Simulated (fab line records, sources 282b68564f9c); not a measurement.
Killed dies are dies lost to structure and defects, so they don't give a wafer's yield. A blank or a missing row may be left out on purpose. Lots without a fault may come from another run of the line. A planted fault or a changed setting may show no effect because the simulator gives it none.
fab line records | flow rit_cmos
record lots=5 wafers=23
route steps=202 shown ACTIVE@7 FOX1@20 NWELL@29 PWELL@40 PRETRO@65 GATE@84 REOX@98 M1@202
start_h: hours from the record's first day to the start of the lot's first wafer shown | wait_h: hours since the lot's step before | " the same as in the row above | L1.1+2: a row that stands for several wafers | - no value, or no start given | * or withheld: withheld | < > ~ a bound
route shown NAME@n: a module of which the file shows steps, and the number in the route of the first | usual: mean/standard deviation of fault-free wafers | same: alike in all rows | chamber/n: place in a boat | sites: the reading at each site | _std_site: their standard deviation | _edge_site: outer sites' mean less inner sites' | radius_mm: how far each site lies from the wafer's centre | mask NAME#n: copy n | behind: the tool/chamber that last shaped the wafer | hold: why the lot was held/for how many hours/how that ended | device: the transistor (n, p or np) that didn't switch | end of line: the same wafers' tests at the end of the route | a step without rows: its recipe alone | killed: dies lost to structure and defects at the first sort, not the wafer's yield | map: a wafer's dies, x killed, . not, _ none there
set.NAME: the setting as run; set.NAME@STEP: as run at that earlier step | model.NAME: the simulator's own value behind a step, which no gauge read
lots whose settings were changed on purpose; a table a step, a row a wafer
## steps
# step RIT_ACTIVE_COAT_06
# recipe resist=NOVOLAK spin_rpm=3250 resist_thk_nm=1000
# columns lot.wafer tool chamber start_h wait_h set.resist_thk_nm model.NOVOLAK_of_ACTIVE_COAT_06.thk_nm
L074.1 litho_track-04 0 13.74 0.1 1000 998.6
L074.2 " 0 " " 1000 998.3
L074.3 " 0 " " 1028 1025
L074.4 " 0 " " 1028 1024
L074.5 " 0 " " 1028 1027
L075.1 litho_track-04 0 19.67 0.1 1032 1028
L075.2 " 0 " " 1032 1031
L075.3 " 0 " " 1000 999.3
L075.4 " 0 " " 1000 996.9
L075.5 " 0 " " 1032 1026
L078.1 litho_track-01 0 33.74 0.1 1000 999.7
L078.4 " 0 " " 1000 1000
L078.6 " 0 " " 1000 999.6
L083.1+3 litho_track-04 0 59.35 0.1 1041 1039
L083.4 " 0 " " 1000 997.9
L083.5+6 " 0 " " 1000 998.3
L085.1+2 litho_track-02 0 68.74 0.1 1051 1050
L085.4 " 0 " " 1000 997.8
L085.5 " 0 " " 1051 1051
L085.6 " 0 " " 1000 998.7
# step RIT_ACTIVE_SOFTBAKE_07
# recipe resist=NOVOLAK temp_c=90 time_s=60
# step RIT_ACTIVE_EXPOSE_08
# recipe mask_id=M1 na=0.6 source_shape=conventional sigma_outer=0.6 target_cd_nm=1400 dose_mj=225
# step RIT_ACTIVE_PEB_09
# recipe resist=NOVOLAK temp_c=withheld time_s=withheld
# step RIT_ACTIVE_DEVELOP_10
# recipe resist=NOVOLAK develop_time_s=50 dev_temp_c=23
# step RIT_ACTIVE_CD_MEAS_11
# recipe target_cd_nm=1400
# usual cd_nm=1399.9/1.9
# columns lot.wafer tool chamber start_h wait_h set.resist_thk_nm@ACTIVE_COAT_06 cd_nm
L074.1 cd_sem-02 - 14.44 - 1000 1397.6
L074.2 " - " " 1000 1399.9
L074.3 " - " " 1028 1401.7
L074.4 " - " " 1028 1400.5
L074.5 " - " " 1028 1401.3
L075.1 cd_sem-02 - 20.37 - 1032 1402.8
L075.2 " - " " 1032 1403.9
L075.3 " - " " 1000 1401.3
L075.4 " - " " 1000 1402.1
L075.5 " - " " 1032 1404.1
L078.1 cd_sem-01 - 34.56 - 1000 1397.8
L078.4 " - " " 1000 1397.5
L078.6 " - " " 1000 1397.4
L083.1 cd_sem-01 - 60.05 - 1041 1406.2
L083.3 " - " " 1041 1406.9
L083.4 " - " " 1000 1404.9
L083.5 " - " " 1000 1404.3
L083.6 " - " " 1000 1402.6
L085.1 cd_sem-01 - 69.44 - 1051 1403.6
L085.2 " - " " 1051 1406.1
L085.4 " - " " 1000 1401.5
L085.5 " - " " 1051 1406.6
L085.6 " - " " 1000 1401.1
# step RIT_ACTIVE_HARDBAKE_12
# recipe resist=NOVOLAK temp_c=138.9 time_s=60
# columns lot.wafer tool chamber start_h wait_h set.resist_thk_nm@ACTIVE_COAT_06 model.NOVOLAK_of_ACTIVE_COAT_06.thk_nm
L074.1 litho_track-01 0 14.56 0.1 1000 884.2
L074.2 " 0 " " 1000 883.9
L074.3 " 0 " " 1028 907.2
L074.4 " 0 " " 1028 906.9
L074.5 " 0 " " 1028 908.9
L075.1 litho_track-02 0 20.49 0.1 1032 910
L075.2 " 0 " " 1032 912.7
L075.3 " 0 " " 1000 884.8
L075.4 " 0 " " 1000 882.6
L075.5 " 0 " " 1032 908.4
L078.1 litho_track-04 0 34.68 0.1 1000 885.2
L078.4 " 0 " " 1000 885.7
L078.6 " 0 " " 1000 885.1
L083.1 litho_track-02 0 60.17 0.1 1041 919.9
L083.3 " 0 " " 1041 919.6
L083.4 " 0 " " 1000 883.6
L083.5+6 " 0 " " 1000 884
L085.1 litho_track-04 0 69.56 0.1 1051 929.2
L085.2 " 0 " " 1051 928.9
L085.4 " 0 " " 1000 883.5
L085.5 " 0 " " 1051 930
L085.6 " 0 " " 1000 884.3
# step RIT_ACTIVE_ETCH_13
# recipe stop_on=SiO2 chemistry=SF6 target=Si3N4 time_s=210 over_etch_frac=0.4 SF6_flow_sccm=200 pressure_mtorr=260 rf_w=125 target_depth_a=2100
# columns lot.wafer tool chamber start_h wait_h set.resist_thk_nm@ACTIVE_COAT_06 model.NOVOLAK_of_ACTIVE_COAT_06.thk_nm
L074.1 rie_diel-01 2 14.71 0.1 1000 652.9
L074.2 " 1 " " 1000 655.5
L074.3 " 3 " " 1028 681.3
L074.4 " 0 " " 1028 677.2
L074.5 " 2 " " 1028 677.1
L075.1 rie_diel-01 3 20.64 0.1 1032 682.7
L075.2 " 2 " " 1032 681.6
L075.3 " 1 " " 1000 655.6
L075.4 " 1 " " 1000 654.2
L075.5 " 3 " " 1032 681.8
L078.1 rie_diel-04 2 34.83 0.1 1000 659.8
L078.4 " 1 " " 1000 655.8
L078.6 " 2 " " 1000 657.4
L083.1 rie_diel-02 3 60.32 0.1 1041 688.9
L083.3 " 0 " " 1041 694.6
L083.4 " 2 " " 1000 652.2
L083.5 " 2 " " 1000 652.3
L083.6 " 3 " " 1000 651.1
L085.1 rie_diel-01 2 69.71 0.1 1051 697.7
L085.2 " 3 " " 1051 704.3
L085.4 " 0 " " 1000 656
L085.5 " 1 " " 1051 702.7
L085.6 " 2 " " 1000 653.7
# step RIT_ACTIVE_STRIP_14
# recipe chemistry=O2 time_s=180 resist=NOVOLAK platen_temp_c=withheld power_w=500 pressure_mtorr=4000 o2_flow_sccm=4000
# columns lot.wafer tool chamber start_h wait_h set.pressure_mtorr
L074.1+2+3+4+5 plasma_asher-04 1,0,1,0,1 14.84 0.1 4000
L075.1+2+3+4+5 plasma_asher-04 0,1,1,0,1 20.78 0.1 4219
L078.1+4+6 plasma_asher-03 1 34.97 0.1 4000
L083.1+3+4+5+6 plasma_asher-04 0,1,0,1,0 60.45 0.1 3516
L085.1+2+4+5+6 plasma_asher-03 1,0,0,1,0 69.84 0.1 3675
# step RIT_ACTIVE_CD_MEAS_90
# recipe target_cd_nm=1400
# usual cd_nm=1399.9/1.9
# columns lot.wafer tool chamber start_h wait_h set.resist_thk_nm@ACTIVE_COAT_06 cd_nm
L074.1 cd_sem-02 - 15.02 0.1 1000 1397.9
L074.2 " - " " 1000 1399.6
L074.3 " - " " 1028 1401.9
L074.4 " - " " 1028 1400.6
L074.5 " - " " 1028 1401.6
L075.1 cd_sem-02 - 20.95 0.1 1032 1402.8
L075.2 " - " " 1032 1403.7
L075.3 " - " " 1000 1400.9
L075.4 " - " " 1000 1401.7
L075.5 " - " " 1032 1403.7
L078.1 cd_sem-02 - 35.14 0.1 1000 1398.1
L078.4 " - " " 1000 1397.8
L078.6 " - " " 1000 1397.8
L083.1 cd_sem-01 - 60.63 0.1 1041 1406.2
L083.3 " - " " 1041 1406.8
L083.4 " - " " 1000 1404.9
L083.5 " - " " 1000 1404.2
L083.6 " - " " 1000 1402.8
L085.1 cd_sem-01 - 70.02 0.1 1051 1403.6
L085.2 " - " " 1051 1406.3
L085.4 " - " " 1000 1401.4
L085.5 " - " " 1051 1406.8
L085.6 " - " " 1000 1401.2
# step RIT_FOX1_OXIDATION_00
# recipe temp_c=1100 ambient=H2O target_thk_a=3507 p_h2o_torr=720 ox_time_s=1130
# columns lot.wafer tool chamber start_h wait_h set.temp_c model.SiO2_of_FOX1_OXIDATION_00.thk_nm
L074.1 - - - 0.0 1081 309.9
L074.2 " - " " 1081 310.5
L074.3 " - " " 1081 303.7
L074.4 " - " " 1081 306.7
L074.5 " - " " 1081 305.5
L075.1 - - - 0.0 1128 396.8
L075.2 " - " " 1128 395.9
L075.3 " - " " 1128 394.1
L075.4 " - " " 1128 389.2
L075.5 " - " " 1128 391.3
L078.1 furnace-01 0 35.63 0.0 1100 344.4
L078.4 " 0 " " 1100 343.9
L078.6 " 0 " " 1100 336.4
L083.1 - - - 0.0 1122 381.7
L083.3 " - " " 1122 378.5
L083.4 " - " " 1122 383.3
L083.5 " - " " 1122 380.9
L083.6 " - " " 1122 380
L085.1 - - - 0.0 1100 357.4
L085.2 " - " " 1100 355.2
L085.4 " - " " 1100 358.4
L085.5 " - " " 1100 358.8
L085.6 " - " " 1100 360.4
# step RIT_FOX1_THK_MEAS_01
# recipe reads=SiO2_of_FOX1_OXIDATION_00
# usual FOX1_OXIDE_THK=350/8.8
# columns lot.wafer tool chamber start_h wait_h set.temp_c@FOX1_OXIDATION_00 FOX1_OXIDE_THK[nm]
L074.1 film_metro-02 - - - 1081 310
L074.2 " - " " 1081 310
L074.3 " - " " 1081 304
L074.4 " - " " 1081 307
L074.5 " - " " 1081 306
L075.1 film_metro-04 - - - 1128 397
L075.2 " - " " 1128 396
L075.3 " - " " 1128 394
L075.4 " - " " 1128 389
L075.5 " - " " 1128 391
L078.1 film_metro-04 - 36.95 0.0 1100 344
L078.4 " - " " 1100 344
L078.6 " - " " 1100 336
L083.1 film_metro-04 - - - 1122 381
L083.3 " - " " 1122 379
L083.4 " - " " 1122 383
L083.5 " - " " 1122 381
L083.6 " - " " 1122 380
L085.1 film_metro-02 - - - 1100 357
L085.2 " - " " 1100 355
L085.4 " - " " 1100 359
L085.5 " - " " 1100 359
L085.6 " - " " 1100 360
# step RIT_NWELL_COAT_01
# recipe resist=NOVOLAK spin_rpm=2000 resist_thk_nm=1300
# columns lot.wafer tool chamber start_h wait_h set.spin_rpm model.NOVOLAK_of_NWELL_COAT_01.thk_nm
L074.1 litho_track-04 0 20.12 0.1 2000 1298
L074.2 " 0 " " 1923 1326
L074.3 " 0 " " 1923 1324
L074.4 " 0 " " 1923 1323
L074.5 " 0 " " 2000 1301
L075.1 litho_track-01 0 25.42 0.1 2000 1305
L075.2 " 0 " " 2000 1303
L075.3+5 " 0 " " 2138 1259
L075.4 " 0 " " 2138 1261
L078.1 litho_track-01 0 39.60 0.1 2000 1297
L078.4 " 0 " " 2000 1303
L078.6 " 0 " " 2000 1300
L083.1+5 litho_track-04 0 65.11 0.1 2000 1299
L083.3 " 0 " " 2000 1297
L083.4 " 0 " " 1892 1337
L083.6 " 0 " " 1892 1334
L085.1 litho_track-03 0 74.50 0.1 2000 1298
L085.2 " 0 " " 1875 1340
L085.4 " 0 " " 2000 1297
L085.5 " 0 " " 2000 1296
L085.6 " 0 " " 1875 1336
# step RIT_NWELL_DEVELOP_05
# recipe resist=NOVOLAK develop_time_s=68 dev_temp_c=23
# columns lot.wafer tool chamber start_h wait_h set.develop_time_s
L074.1+2+4 litho_track-03 0 - - 68
L074.3+5 " 0 " " 77.66
L075.1+3 litho_track-01 0 - - 60.73
L075.2+4+5 " 0 " " 68
L078.1+4+6 litho_track-04 0 - - 68
L083.1+6 litho_track-01 0 - - 61.74
L083.3+4+5 " 0 " " 68
L085.1+2+4 litho_track-04 0 - - 68
L085.5+6 " 0 " " 58.53
# step RIT_NWELL_HARDBAKE_07
# recipe resist=NOVOLAK temp_c=140 time_s=120
# columns lot.wafer tool chamber start_h wait_h set.spin_rpm@NWELL_COAT_01 model.NOVOLAK_of_NWELL_COAT_01.thk_nm
L074.1 litho_track-04 0 20.98 0.0 2000 1135
L074.2 " 0 " " 1923 1159
L074.3 " 0 " " 1923 1158
L074.4 " 0 " " 1923 1157
L074.5 " 0 " " 2000 1138
L075.1 litho_track-01 0 26.18 0.0 2000 1141
L075.2 " 0 " " 2000 1140
L075.3 " 0 " " 2138 1102
L075.4 " 0 " " 2138 1103
L075.5 " 0 " " 2138 1101
L078.1 litho_track-03 0 40.49 0.0 2000 1135
L078.4 " 0 " " 2000 1140
L078.6 " 0 " " 2000 1137
L083.1+5 litho_track-01 0 66.02 0.0 2000 1136
L083.3 " 0 " " 2000 1134
L083.4 " 0 " " 1892 1169
L083.6 " 0 " " 1892 1166
L085.1 litho_track-03 0 75.27 0.0 2000 1135
L085.2 " 0 " " 1875 1172
L085.4 " 0 " " 2000 1134
L085.5 " 0 " " 2000 1133
L085.6 " 0 " " 1875 1168
# step RIT_PWELL_COAT_01
# recipe resist=NOVOLAK spin_rpm=2000 resist_thk_nm=1300
# columns lot.wafer tool chamber start_h wait_h set.resist_thk_nm model.NOVOLAK_of_PWELL_COAT_01.thk_nm
L074.1 litho_track-02 0 21.76 0.1 1226 1220
L074.2 " 0 " " 1300 1300
L074.3 " 0 " " 1300 1296
L074.4+5 " 0 " " 1226 1221
L075.1 litho_track-03 0 26.97 0.1 1300 1301
L075.2 " 0 " " 1300 1304
L075.3 " 0 " " 1258 1260
L075.4 " 0 " " 1300 1308
L075.5 " 0 " " 1258 1262
L078.1 litho_track-02 0 41.51 0.1 1300 1301
L078.4 " 0 " " 1300 1302
L078.6 " 0 " " 1300 1303
L083.1 litho_track-02 0 66.80 0.1 1248 1247
L083.3+4 " 0 " " 1248 1246
L083.5 " 0 " " 1300 1301
L083.6 " 0 " " 1300 1299
L085.1+6 litho_track-03 0 76.05 0.1 1355 1347
L085.2+4 " 0 " " 1300 1291
L085.5 " 0 " " 1300 1292
# step RIT_PWELL_SOFTBAKE_02
# recipe resist=NOVOLAK temp_c=90 time_s=60
# step RIT_PWELL_EXPOSE_03
# recipe mask_id=M3 na=0.57 target_cd_nm=43700 dose_mj=250
# step RIT_PWELL_DEVELOP_05
# recipe resist=NOVOLAK develop_time_s=68 dev_temp_c=21.97
# step RIT_PWELL_HARDBAKE_07
# recipe resist=NOVOLAK temp_c=140 time_s=120
# columns lot.wafer tool chamber start_h wait_h set.resist_thk_nm@PWELL_COAT_01 model.NOVOLAK_of_PWELL_COAT_01.thk_nm
L074.1+5 litho_track-02 0 22.66 0.0 1226 1068
L074.2 " 0 " " 1300 1137
L074.3 " 0 " " 1300 1134
L074.4 " 0 " " 1226 1069
L075.1 litho_track-03 0 27.73 0.0 1300 1138
L075.2 " 0 " " 1300 1140
L075.3 " 0 " " 1258 1102
L075.4 " 0 " " 1300 1144
L075.5 " 0 " " 1258 1104
L078.1 litho_track-02 0 42.28 0.0 1300 1138
L078.4+6 " 0 " " 1300 1139
L083.1 litho_track-02 0 67.69 0.0 1248 1092
L083.3+4 " 0 " " 1248 1090
L083.5 " 0 " " 1300 1138
L083.6 " 0 " " 1300 1136
L085.1+6 litho_track-03 0 76.82 0.0 1355 1177
L085.2+4 " 0 " " 1300 1129
L085.5 " 0 " " 1300 1130
# step RIT_PWELL_IMPLANT_08
# recipe species=B energy_kev=170 dose_cm2=7e+13 tilt_deg=7
# columns lot.wafer tool chamber start_h wait_h set.energy_kev model.implant.rp_nm model.implant.drp_nm
L074.1+2+3 implanter-03 0 22.91 0.2 173.6 487.7 103.5
L074.4+5 " 0 " " 170 479.9 102.9
L075.1+4+5 implanter-04 0 27.98 0.2 176.3 494.8 103.9
L075.2+3 " 0 " " 170 481.1 102.9
L078.1+4+6 implanter-03 0 42.53 0.2 170 480.2 102.9
L083.1+3+4+5+6 implanter-03 0 67.94 0.2 170 483.4 102.9
L085.1+2+4+5+6 implanter-01 0 77.07 0.2 170 490.7 102.9
# step RIT_PRETRO_COAT_01
# recipe resist=NOVOLAK spin_rpm=2000 resist_thk_nm=1300
# columns lot.wafer tool chamber start_h wait_h set.spin_rpm model.NOVOLAK_of_PRETRO_COAT_01.thk_nm
L074.1 litho_track-01 0 30.44 0.1 2000 1306
L074.2 " 0 " " 2000 1302
L074.3+4+5 " 0 " " 2000 1305
L075.1 litho_track-01 0 35.57 0.1 2050 1288
L075.2 " 0 " " 2000 1301
L075.3 " 0 " " 2000 1302
L075.4 " 0 " " 2050 1285
L075.5 " 0 " " 2000 1303
L078.1 litho_track-04 0 49.97 0.1 2000 1300
L078.4 " 0 " " 2000 1294
L078.6 " 0 " " 2000 1299
L083.1 litho_track-02 0 75.48 0.1 1946 1316
L083.3 " 0 " " 2000 1297
L083.4 " 0 " " 1946 1311
L083.5 " 0 " " 2000 1295
L083.6 " 0 " " 2000 1292
L085.1 litho_track-01 0 85.15 0.1 1851 1344
L085.2 " 0 " " 1851 1341
L085.4 " 0 " " 2000 1290
L085.5 " 0 " " 2000 1292
L085.6 " 0 " " 2000 1291
# step RIT_GATE_CVD_08
# recipe material=poly-Si target_thk_nm=250 temp_c=610 precursor=SiH4 time_s=2220 pressure_mtorr=300 sih4_flow_sccm=100
# columns lot.wafer tool chamber start_h wait_h set.time_s
L074.1+2+3+4+5 - - - 0.1 2359
L075.1+2+3+4+5 - - - 0.1 1921
L078.1+4+6 lpcvd-02 1 54.25 0.1 2220
L083.1+3+4+5+6 - - - 0.1 2497
L085.1+2+4+5+6 - - - 0.1 2044
# step RIT_GATE_ETCH_19
# recipe chemistry=SF6/CHF3/O2 time_s=165 SF6_flow_sccm=30 CHF3_flow_sccm=30 O2_flow_sccm=5 target=poly-Si pressure_mtorr=40 rf_w=160 target_depth_a=3125 over_etch_frac=0.25 stop_on=SiO2
# usual oes_product_au=0.851/0.014
# columns lot.wafer tool chamber start_h wait_h set.rf_w set.time_s@GATE_CVD_08 oes_product_au
L074.1 rie_si-01 3 36.92 0.1 160 2359 0.885
L074.2 " 1 " " 160 2359 0.886
L074.3 " 2 " " 160 2359 0.890
L074.4 " 0 " " 160 2359 0.909
L074.5 " 1 " " 160 2359 0.886
L075.1 rie_si-02 1 41.92 0.1 142.7 1921 0.758
L075.2 " 3 " " 160 1921 0.782
L075.3 " 0 " " 142.7 1921 0.772
L075.4 " 2 " " 160 1921 0.795
L075.5 " 3 " " 160 1921 0.775
L078.1 rie_si-02 0 57.20 0.1 160 2220 0.849
L078.4 " 1 " " 160 2220 0.829
L078.6 " 0 " " 160 2220 0.857
L083.1 rie_si-01 1 81.58 0.1 169.6 2497 0.907
L083.3 " 2 " " 160 2497 0.921
L083.4 " 3 " " 160 2497 0.913
L083.5 " 0 " " 169.6 2497 0.930
L083.6 " 3 " " 169.6 2497 0.919
L085.1 rie_si-02 3 91.38 0.1 160 2044 0.803
L085.2 " 1 " " 160 2044 0.777
L085.4 " 0 " " 160 2044 0.799
L085.5 " 0 " " 160 2044 0.803
L085.6 " 1 " " 160 2044 0.780
# step RIT_GATE_STRIP_20
# recipe chemistry=O2 time_s=180 resist=NOVOLAK platen_temp_c=withheld power_w=500 pressure_mtorr=4000 o2_flow_sccm=4000
# step RIT_REOX_CLEAN_00
# recipe chemistry=SC1 mix=3:3:50 time_s=600 temp_c=75
# columns lot.wafer tool chamber start_h wait_h set.time_s@GATE_CVD_08 model.poly-Si_of_GATE_CVD_08.thk_nm
L074.1 wet_bench-01 0 37.33 0.1 2359 261.6
L074.2 " 0 " " 2359 261.3
L074.3 " 0 " " 2359 262.4
L074.4 " 0 " " 2359 264.2
L074.5 " 0 " " 2359 261.5
L075.1 wet_bench-01 2 42.33 0.1 1921 214.8
L075.2 " 2 " " 1921 214.5
L075.3 " 2 " " 1921 215.3
L075.4 " 2 " " 1921 213.7
L075.5 " 2 " " 1921 213.5
L078.1 wet_bench-03 1 57.61 0.1 2220 247.1
L078.4 " 1 " " 2220 246.3
L078.6 " 1 " " 2220 247.4
L083.1 wet_bench-01 2 81.98 0.1 2497 273.2
L083.3 " 2 " " 2497 274.1
L083.4 " 2 " " 2497 273.7
L083.5 " 2 " " 2497 275.2
L083.6 " 2 " " 2497 273.3
L085.1 wet_bench-03 0 91.78 0.1 2044 225.6
L085.2 " 0 " " 2044 224.7
L085.4 " 0 " " 2044 225
L085.5 " 0 " " 2044 224.9
L085.6 " 0 " " 2044 225.5
# step RIT_M1_PROBE_99
# usual killed_at_M0_to_M3=0.1/0.34 killed_at_contacts=0.1/0.28 killed_at_front_end=7/3.2 killed_dies=7/3.3 killed_open=3.6/2.1 killed_short=3.3/1.9
# same gross_dies=264 killed_at_M4_up=0 killed_at_back_side=0 killed_at_other=0
# columns lot.wafer tool chamber start_h wait_h set.time_s@GATE_CVD_08 killed_at_M0_to_M3 killed_at_contacts killed_at_front_end killed_dies killed_open killed_short model.etest.nmos_turned.drive_ua_um
L074.1 prober-02 - 59.03 0.1 2359 0 0 8 8 5 3 276.8
L074.2 prober-02 - 59.08 0.1 2359 0 0 7 7 3 4 289.2
L074.3 prober-02 - 59.13 0.2 2359 0 1 9 10 6 4 278.9
L074.4 prober-02 - 59.18 0.2 2359 0 0 11 11 8 3 287.1
L074.5 prober-02 - 59.23 0.2 2359 0 0 11 11 2 9 279.8
L075.1 prober-01 - 62.16 0.1 1921 0 0 8 8 4 4 390.7
L075.2 prober-01 - 62.21 0.1 1921 0 0 10 10 5 5 -
L075.3 prober-01 - 62.26 0.2 1921 0 0 6 6 1 5 -
L075.4 prober-01 - 62.31 0.2 1921 1 0 5 6 2 3 -
L075.5 prober-01 - 62.36 0.2 1921 1 0 4 5 3 1 393.9
L078.1 prober-02 - 78.22 0.1 2220 2 0 5 7 2 3 329
L078.4 prober-02 - 78.37 0.2 2220 1 0 8 9 3 5 335.8
L078.6 prober-02 - 78.47 0.2 2220 0 0 9 9 5 4 324.7
L083.1 prober-01 - 103.55 0.1 2497 0 0 2 2 1 1 245.4
L083.3 prober-01 - 103.65 0.2 2497 0 1 5 6 4 2 251.3
L083.4 prober-01 - 103.70 0.2 2497 0 0 7 7 4 3 229.1
L083.5 prober-01 - 103.75 0.2 2497 0 0 5 5 3 2 255.6
L083.6 prober-01 - 103.80 0.2 2497 0 0 3 3 1 2 252.3
L085.1 prober-01 - 111.34 0.1 2044 0 0 8 8 2 6 370.3
L085.2 prober-01 - 111.39 0.1 2044 0 0 10 10 7 3 367.9
L085.4 prober-01 - 111.49 0.2 2044 0 0 4 4 2 1 368.7
L085.5 prober-01 - 111.54 0.2 2044 0 1 3 4 2 2 365.1
L085.6 prober-01 - 111.59 0.2 2044 0 0 8 8 2 4 369.9
# killed by level:class
L074.1 GATE:geometric_particle:open=2 SPACER:geometric_particle:open=2 SILICIDE:geometric_particle:short=2 FOX1:geometric_particle:open=1 GATE:geometric_particle:short=1
L074.2 ACTIVE:geometric_particle:short=1 FOX1:geometric_particle:open=1 GATE:geometric_particle:open=1 GATE:geometric_particle:short=1 SPACER:geometric_particle:short=1 SPACER:geometric_particle:open=1 SILICIDE:geometric_particle:short=1
L074.3 GATE:geometric_particle:open=3 FOX1:geometric_particle:open=2 GATE:geometric_particle:short=2 SPACER:geometric_particle:open=1 SPACER:geometric_particle:short=1 CONTACT:geometric_particle:short=1
L074.4 GATE:geometric_particle:open=3 REOX:geometric_particle:open=3 REOX:geometric_particle:short=2 FOX1:geometric_particle:open=1 FOX2:geometric_particle:open=1 GATE:geometric_particle:short=1
L074.5 GATE:geometric_particle:short=4 SPACER:geometric_particle:short=2 SILICIDE:geometric_particle:short=2 FOX1:geometric_particle:short=1 GATE:geometric_particle:open=1 SPACER:geometric_particle:open=1
L075.1 GATE:geometric_particle:open=3 GATE:geometric_particle:short=3 SILICIDE:geometric_particle:open=1 SILICIDE:geometric_particle:short=1
L075.2 GATE:geometric_particle:short=5 GATE:geometric_particle:open=4 FOX2:geometric_particle:open=1
L075.3 SILICIDE:geometric_particle:short=3 GATE:geometric_particle:short=1 SPACER:geometric_particle:short=1 SILICIDE:geometric_particle:open=1
L075.4 FOX1:geometric_particle:open=2 FOX2:geometric_particle:short=1 GATE:geometric_particle:short=1 SPACER:geometric_particle:short=1 M1:coat_microbubble_printed=1
L075.5 GATE:geometric_particle:open=1 REOX:geometric_particle:open=1 SPACER:geometric_particle:short=1 SILICIDE:geometric_particle:open=1 M1:coat_microbubble_printed=1
L078.1 SPACER:geometric_particle:short=3 M1:coat_microbubble_printed=2 GATE:geometric_particle:open=1 REOX:geometric_particle:open=1
L078.4 REOX:geometric_particle:short=2 SPACER:geometric_particle:open=2 GATE:geometric_particle:open=1 GATE:geometric_particle:short=1 SPACER:geometric_particle:short=1 SILICIDE:geometric_particle:short=1 M1:coat_microbubble_printed=1
L078.6 REOX:geometric_particle:short=3 GATE:geometric_particle:open=2 FOX2:geometric_particle:open=1 SPACER:geometric_particle:short=1 SPACER:geometric_particle:open=1 SILICIDE:geometric_particle:open=1
L083.1 SILICIDE:geometric_particle:short=1 SILICIDE:geometric_particle:open=1
L083.3 GATE:geometric_particle:open=2 SPACER:geometric_particle:open=1 SILICIDE:geometric_particle:short=1 SILICIDE:geometric_particle:open=1 CONTACT:geometric_particle:short=1
L083.4 GATE:geometric_particle:open=3 GATE:geometric_particle:short=2 SILICIDE:geometric_particle:open=1 SILICIDE:geometric_particle:short=1
L083.5 SPACER:geometric_particle:open=2 FOX1:geometric_particle:short=1 REOX:geometric_particle:short=1 SILICIDE:geometric_particle:open=1
L083.6 GATE:geometric_particle:short=1 GATE:geometric_particle:open=1 SILICIDE:geometric_particle:short=1
L085.1 GATE:geometric_particle:short=2 REOX:geometric_particle:short=2 SILICIDE:geometric_particle:short=2 GATE:geometric_particle:open=1 REOX:geometric_particle:open=1
L085.2 GATE:geometric_particle:open=3 REOX:geometric_particle:open=2 SPACER:geometric_particle:open=2 FOX1:geometric_particle:short=1 GATE:geometric_particle:short=1 REOX:geometric_particle:short=1
L085.4 GATE:geometric_particle:open=2 SPACER:geometric_particle:short=1 SPACER:area_etchback=1
L085.5 GATE:geometric_particle:short=1 REOX:geometric_particle:open=1 SILICIDE:geometric_particle:open=1 CONTACT:geometric_particle:short=1
L085.6 SILICIDE:geometric_particle:short=2 SPACER:area_etchback=2 FOX1:geometric_particle:open=1 GATE:geometric_particle:short=1 SPACER:geometric_particle:open=1 SPACER:geometric_particle:short=1
## key
split step=RIT_ACTIVE_COAT_06 setting=resist_thk_nm stated=1000 by=wafer
response step=RIT_ACTIVE_COAT_06 reading=model.NOVOLAK_of_ACTIVE_COAT_06.thk_nm change=+9.93 per=1% r=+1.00
response step=RIT_ACTIVE_CD_MEAS_11 reading=cd_nm change=+0.734 per=1% r=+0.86
response step=RIT_ACTIVE_HARDBAKE_12 reading=model.NOVOLAK_of_ACTIVE_COAT_06.thk_nm change=+8.71 per=1% r=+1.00
response step=RIT_ACTIVE_ETCH_13 reading=model.NOVOLAK_of_ACTIVE_COAT_06.thk_nm change=+9.14 per=1% r=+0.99
response step=RIT_ACTIVE_CD_MEAS_90 reading=cd_nm change=+0.758 per=1% r=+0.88
split step=RIT_ACTIVE_STRIP_14 setting=pressure_mtorr stated=4000 by=lot
response none clear
split step=RIT_FOX1_OXIDATION_00 setting=temp_c stated=1100 by=lot
response step=RIT_FOX1_OXIDATION_00 reading=model.SiO2_of_FOX1_OXIDATION_00.thk_nm change=+19.2 per=1% r=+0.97
response step=RIT_FOX1_THK_MEAS_01 reading=FOX1_OXIDE_THK change=+19.2 per=1% r=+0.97
split step=RIT_NWELL_COAT_01 setting=spin_rpm stated=2000 by=wafer
response step=RIT_NWELL_COAT_01 reading=model.NOVOLAK_of_NWELL_COAT_01.thk_nm change=-6.58 per=1% r=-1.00
response step=RIT_NWELL_HARDBAKE_07 reading=model.NOVOLAK_of_NWELL_COAT_01.thk_nm change=-5.67 per=1% r=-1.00
split step=RIT_NWELL_DEVELOP_05 setting=develop_time_s stated=68 by=wafer
response none clear
split step=RIT_PWELL_COAT_01 setting=resist_thk_nm stated=1300 by=wafer
response step=RIT_PWELL_COAT_01 reading=model.NOVOLAK_of_PWELL_COAT_01.thk_nm change=+13.4 per=1% r=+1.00
response step=RIT_PWELL_HARDBAKE_07 reading=model.NOVOLAK_of_PWELL_COAT_01.thk_nm change=+11.6 per=1% r=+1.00
split step=RIT_PWELL_IMPLANT_08 setting=energy_kev stated=170 by=wafer
response step=RIT_PWELL_IMPLANT_08 reading=model.implant.rp_nm change=+3.7 per=1% r=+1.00
response step=RIT_PWELL_IMPLANT_08 reading=model.implant.drp_nm change=+0.271 per=1% r=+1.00
split step=RIT_PRETRO_COAT_01 setting=spin_rpm stated=2000 by=wafer
response step=RIT_PRETRO_COAT_01 reading=model.NOVOLAK_of_PRETRO_COAT_01.thk_nm change=-6.83 per=1% r=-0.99
split step=RIT_GATE_CVD_08 setting=time_s stated=2220 by=lot
response step=RIT_GATE_ETCH_19 reading=oes_product_au change=+0.0058 per=1% r=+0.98
response step=RIT_REOX_CLEAN_00 reading=model.poly-Si_of_GATE_CVD_08.thk_nm change=+2.37 per=1% r=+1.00
response step=RIT_M1_PROBE_99 reading=model.etest.nmos_turned.drive_ua_um change=-5.84 per=1% r=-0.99
split step=RIT_GATE_ETCH_19 setting=rf_w stated=160 by=wafer
response none clear
